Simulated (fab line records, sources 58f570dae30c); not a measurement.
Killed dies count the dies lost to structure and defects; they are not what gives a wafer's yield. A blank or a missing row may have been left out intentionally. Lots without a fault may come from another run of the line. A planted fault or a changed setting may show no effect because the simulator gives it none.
Split-lot trial | flow berkeley cmos170 | on a route of 331 steps: 5 lots, 23 wafers read

## SPLIT DETAILS
At UCB170_PLDD_EXPOSE_03 (exposes mask PSELECT, target cd 1200 nm), the setting dose mj was moved away from the recipe's 30 on 7 of the 23 wafers read, by -2.1% to +6.7%. For the rest of the wafers, this setting stayed at what the recipe calls for.

## FROM THE SPLIT TO THE READING: what the file shows between them, 2 steps
- UCB170_PLDD_PEB_04
- UCB170_PLDD_DEVELOP_05: develop time 45 s

## THE READING
cd nm at UCB170_PLDD_CD_MEAS_06, given in nm (cd target 1200 nm). A value of 1200.1 nm with a standard deviation of 1.3 nm is what fault-free wafers of this fab line usually give.

wafer  | tool, chamber at the split | dose mj as run | against the recipe | cd nm, nm | against lot-mates on the recipe
L074.1 | krf scanner-01, 0          | 30             | recipe             | 1200.4    | -
L074.2 | krf scanner-01, 0          | 30             | recipe             | 1200.2    | -
L074.3 | krf scanner-01, 0          | 30             | recipe             | 1199.6    | -
L074.5 | krf scanner-01, 0          | 30             | recipe             | 1199.9    | -
L074.6 | krf scanner-01, 0          | 30             | recipe             | 1201.7    | -
L076.2 | krf scanner-01, 0          | 29.38          | -2.1%              | 1196.2    | -4.5
L076.3 | krf scanner-01, 0          | 30             | recipe             | 1201.4    | -
L076.4 | krf scanner-01, 0          | 30             | recipe             | 1199.7    | -
L076.5 | krf scanner-01, 0          | 30             | recipe             | 1201.0    | -
L076.6 | krf scanner-01, 0          | 29.38          | -2.1%              | 1196.6    | -4.1
L084.1 | krf scanner-02, 0          | 30             | recipe             | 1203.1    | -
L084.3 | krf scanner-02, 0          | 30             | recipe             | 1202.4    | -
L084.6 | krf scanner-02, 0          | 30             | recipe             | 1202.4    | -
L083.1 | krf scanner-01, 0          | 30             | recipe             | 1201.1    | -
L083.3 | krf scanner-01, 0          | 32.01          | +6.7%              | 1212.4    | +11.2
L083.4 | krf scanner-01, 0          | 30             | recipe             | 1201.0    | -
L083.5 | krf scanner-01, 0          | 30             | recipe             | 1201.4    | -
L083.6 | krf scanner-01, 0          | 32.01          | +6.7%              | 1212.4    | +11.2
L085.1 | krf scanner-01, 0          | 30.67          | +2.2%              | 1201.1    | +3.1
L085.2 | krf scanner-01, 0          | 30.67          | +2.2%              | 1203.5    | +5.5
L085.4 | krf scanner-01, 0          | 30             | recipe             | 1198.3    | -
L085.5 | krf scanner-01, 0          | 30             | recipe             | 1197.7    | -
L085.6 | krf scanner-01, 0          | 30.67          | +2.2%              | 1202.6    | +4.6

THE FIT
A straight line over all 23 wafers: cd nm changes by +1.68 nm for each +1% of dose mj; r = +0.93; the points scatter about the line by 1.5 nm.
The same after taking each lot's own level away (the mean of its wafers on the recipe; 23 wafers): +1.75 nm for each +1%; r = +0.98; scatter 0.69 nm.
According to that fit, moving dose mj by its largest amount changes the reading by 12 nm.
Across the lots, their own levels run from 1198.00 to 1202.63 nm, a range of 3.6 times the standard deviation given above.
Hence the lot-to-lot level has little effect on the slope; both slopes agree.
Check: with one of the wafers moved furthest among these (+6.7%) left out of the fit, the line predicts +12 nm for it against its lot-mates. It came out at +11.2 nm against them.

## FILE'S OWN FIT
cd nm changes by +1.73 nm for each +1% of dose mj, r = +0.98.
